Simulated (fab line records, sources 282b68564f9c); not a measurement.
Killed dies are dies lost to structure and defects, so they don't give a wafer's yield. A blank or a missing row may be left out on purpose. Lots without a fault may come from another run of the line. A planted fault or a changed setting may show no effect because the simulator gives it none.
One fault seen from 2 desks | flow rit_cmos | each desk has only its own numbers; what lay behind them comes last

THE METROLOGY DESK
What the gauges read, lot by lot, whatever tool the lot ran on: means of the sampled wafers that have a number. A lot is out of limits, marked OUT, if its mean lies more than 4 standard deviations from the usual mean; the brackets give that distance. Of its 11 readings 7 are shown: those that lie furthest out on some lot.
Columns: A = cd_nm at RIT_ACTIVE_CD_MEAS_11, usual 1400.1 nm; B = cd_nm at RIT_ACTIVE_CD_MEAS_90, usual 1400.2 nm; C = FOX2_OXIDE_THK at RIT_FOX2_THK_MEAS_01, usual 350 nm; D = FIELD_OXIDE_LEFT_1_THK at RIT_FOX2_THK_MEAS_90, usual 323 nm; E = NWELL_OVL at RIT_NWELL_OVL_MEAS_06, usual 0.7 nm; F = NWELL_TW at RIT_NWELL_TW_MEAS_10, usual 2169; G = NWELL_RS at RIT_WELLDRIVE_RS_MEAS_01, usual 275.1 ohm/sq
lot  | first seen here | A      | B      | C   | D   | E    | F    | G
L648 | day 1 21:08     | 1400.6 | 1400.5 | 358 | 331 | 2.5  | 2164 | 274.5
L656 | day 3 11:49     | 1397.9 | 1397.7 | 349 | 322 | 0.2  | 2165 | 275.4
L660 | day 4 07:57     | 1403.5 | 1403.5 | 361 | 335 | 2.0  | 2174 | 274.6
L661 | day 4 13:55     | 1400.0 | 1399.9 | 366 | 338 | -0.4 | 2164 | 277.2
L664 | day 5 04:05     | 1398.5 | 1398.5 | 342 | 315 | -1.1 | 2149 | 275.4
L668 | day 6 00:11     | 1399.9 | 1399.9 | 357 | 331 | -1.8 | 2165 | 274.7
This desk's finding: nothing out of limits on any of the 6 lots.

THE TOOL OWNER'S DESK: furnace-04
The tool's own readings at RIT_FOX2_OXIDATION_00 (target thk 350.7 nm, ox time 1130 s): means of the sampled wafers that have a number, for each lot that ran on this tool. A lot is out of limits, marked OUT, if its mean lies more than 4 standard deviations from the usual mean; the brackets give that distance.
Columns: A = spike_tc_centre_C at RIT_FOX2_OXIDATION_00, usual 1102.5 C; B = spike_tc_load_C at RIT_FOX2_OXIDATION_00, usual 1124.6 C; C = zone_power_centre_pct at RIT_FOX2_OXIDATION_00, usual 53.0 %
lot  | first seen here | A                | B                 | C
L656 | day 3 15:40     | 1104.0           | 1126.7            | 52.0
L660 | day 4 11:19     | 1112.8 (+11) OUT | 1135.7 (+5.0) OUT | 51.5
L661 | day 4 16:31     | 1112.5 (+11) OUT | 1135.8 (+5.1) OUT | 52.4
This desk's finding: out of limits on L660, L661; first on L660, day 4 11:19 (spike_tc_centre_C at RIT_FOX2_OXIDATION_00). In limits: L656.

PUT TOGETHER
The tool owner's desk could have raised an alarm at day 4 11:19, on L660, L661.
The metrology desk saw nothing out of limits.
The metrology desk has L660, L661 on record, within its limits.
Of the lots named, all ran RIT_FOX2_OXIDATION_00 on furnace-04.

WHAT THE SIMULATOR HAD PUT IN
Process parameter drift: furnace-04, from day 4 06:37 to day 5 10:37, at RIT_FOX2_OXIDATION_00. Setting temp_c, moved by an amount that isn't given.
Lots struck among those shown: L660, L661.
Hours from the fault's start to each desk's first reading out of limits: the tool owner's desk, 5.
